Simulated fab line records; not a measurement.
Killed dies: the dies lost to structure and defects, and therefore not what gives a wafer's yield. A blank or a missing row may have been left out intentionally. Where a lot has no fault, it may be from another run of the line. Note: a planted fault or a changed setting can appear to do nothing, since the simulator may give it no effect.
Which tool was responsible? ; flow berkeley_cmos170 ; 39 wafers from 13 lots sampled at 4 of the route's 331 steps

## WHAT THE GAUGES READ, wafer by wafer
UCB170_NSD_OVL_MEAS_07.
lot;measured;on;NSD_OVL (nm)
L835;day 7 22:26;overlay-01;-5 -1 -9
L836;day 8 14:14;overlay-01;7 15 14
L837;day 8 14:29;overlay-02;7 -1 5
L841;day 9 11:03;overlay-01;7 6 9
L843;day 9 11:32;overlay-02;5 1 0
L844;day 9 18:10;overlay-02;-9 -8 -11
L845;day 9 18:14;overlay-01;1 -3 1
L846;day 10 07:34;overlay-01;0 0 -8
L849;day 10 21:20;overlay-02;-5 -5 -5
L856;day 12 02:40;overlay-02;-5 -12 -14
L855;day 12 03:02;overlay-01;-1 2 -1
L858;day 12 13:04;overlay-02;2 -2 2
L857;day 12 14:14;overlay-01;0 4 -5

UCB170_CONTACT_CD_MEAS_15: target cd 700 nm.
lot;measured;on;cd_nm (nm)
L835;day 8 07:26;cd_sem-02;699.6 698.9 698.2
L836;day 8 22:00;cd_sem-01;700.1 700.6 698.8
L837;day 8 22:17;cd_sem-02;701.4 701.8 702.0
L841;day 9 17:50;cd_sem-02;697.3 697.3 697.8
L843;day 9 19:47;cd_sem-02;699.9 699.0 699.0
L844;day 10 00:32;cd_sem-02;699.9 700.8 699.6
L845;day 10 00:39;cd_sem-01;702.6 699.8 701.7
L846;day 10 13:56;cd_sem-02;748.5 748.6 749.4
L849;day 11 06:17;cd_sem-01;698.7 697.9 700.0
L856;day 12 09:26;cd_sem-02;697.8 697.3 696.9
L855;day 12 11:58;cd_sem-01;701.3 701.0 701.2
L858;day 12 20:50;cd_sem-02;699.5 700.4 699.2
L857;day 12 23:26;cd_sem-02;701.6 699.5 699.6

UCB170_V1_CD_MEAS_12: target cd 700 nm.
lot;measured;on;cd_nm (nm)
L835;day 8 13:19;cd_sem-01;702.9 701.6 702.0
L836;day 9 04:22;cd_sem-02;698.9 700.0 700.5
L837;day 9 05:35;cd_sem-02;698.5 697.9 697.7
L841;day 10 02:37;cd_sem-02;698.6 700.0 698.3
L843;day 10 02:43;cd_sem-01;702.2 701.0 700.7
L844;day 10 07:21;cd_sem-01;701.5 701.7 701.9
L845;day 10 08:21;cd_sem-02;701.8 701.3 700.3
L846;day 10 21:20;cd_sem-02;700.2 701.1 700.8
L849;day 11 14:11;cd_sem-02;701.5 700.1 700.4
L856;day 12 16:19;cd_sem-01;697.4 696.6 696.0
L855;day 12 18:42;cd_sem-02;700.1 700.7 700.3
L858;day 13 02:22;cd_sem-01;700.5 701.4 701.5
L857;day 13 07:01;cd_sem-01;699.0 699.4 699.5

## WHAT TOOL EACH LOT RAN ON (gives the tool, then ch and the chambers of the sampled wafers, and finally the start)
lot;UCB170_CONTACT_EXPOSE_12
L835;krf_scanner-01 ch 0, day 8 07:02
L836;krf_scanner-01 ch 0, day 8 21:10
L837;krf_scanner-01 ch 0, day 8 21:23
L841;krf_scanner-01 ch 0, day 9 17:02
L843;krf_scanner-02 ch 0, day 9 18:50
L844;krf_scanner-01 ch 0, day 10 00:09
L845;krf_scanner-01 ch 0, day 10 00:16
L846;krf_scanner-01 ch 0, day 10 13:13
L849;krf_scanner-01 ch 0, day 11 05:32
L856;krf_scanner-02 ch 0, day 12 09:01
L855;krf_scanner-02 ch 0, day 12 11:15
L858;krf_scanner-01 ch 0, day 12 20:26
L857;krf_scanner-02 ch 0, day 12 22:46
- UCB170_CONTACT_EXPOSE_12: exposes mask CONT, target cd 700 nm.

## AS READ BY THE TOOLS THEMSELVES (means over the sampled wafers that have a number; for cases with no such wafer, the mark the record gives instead)
The record holds no such reading with a usual standard deviation.

## THE ANSWER, worked out from the rows above alone
Rule: usual is defined by the lots themselves. The widest of any qualifying gaps counts: lots, ordered by their means at a reading, are off when they make up no more than a third of the lots, leave a main group of 4 or more, and stand apart from it by 3 or more times the standard deviation of that group's means. The tables above print the reading to a certain number of digits; a main group whose means all agree to those digits is not used. A lot without any number at a reading at which 4 lots or more have one is off too. All remaining lots with rows at the step are treated as sound. Order of review: gauges by route order, followed by the tools' own readings, for which a lot's mean as printed above is used. The first step at which some lot is off is used, and at that step the reading that is off furthest; a lot without a number counts as furthest.
Off at UCB170_CONTACT_CD_MEAS_15 (cd_nm): L846. The main group has a mean of 699.7 nm with a standard deviation of 1.3.
A tool fits if, at a process step before that reading, it ran every lot that is off, and no sound lot after the first of them. Those tools and the gauges at UCB170_CONTACT_CD_MEAS_15 are tried in the same way. Not one of the candidates tried fits.

## WHAT THE SIMULATOR HAD PUT IN
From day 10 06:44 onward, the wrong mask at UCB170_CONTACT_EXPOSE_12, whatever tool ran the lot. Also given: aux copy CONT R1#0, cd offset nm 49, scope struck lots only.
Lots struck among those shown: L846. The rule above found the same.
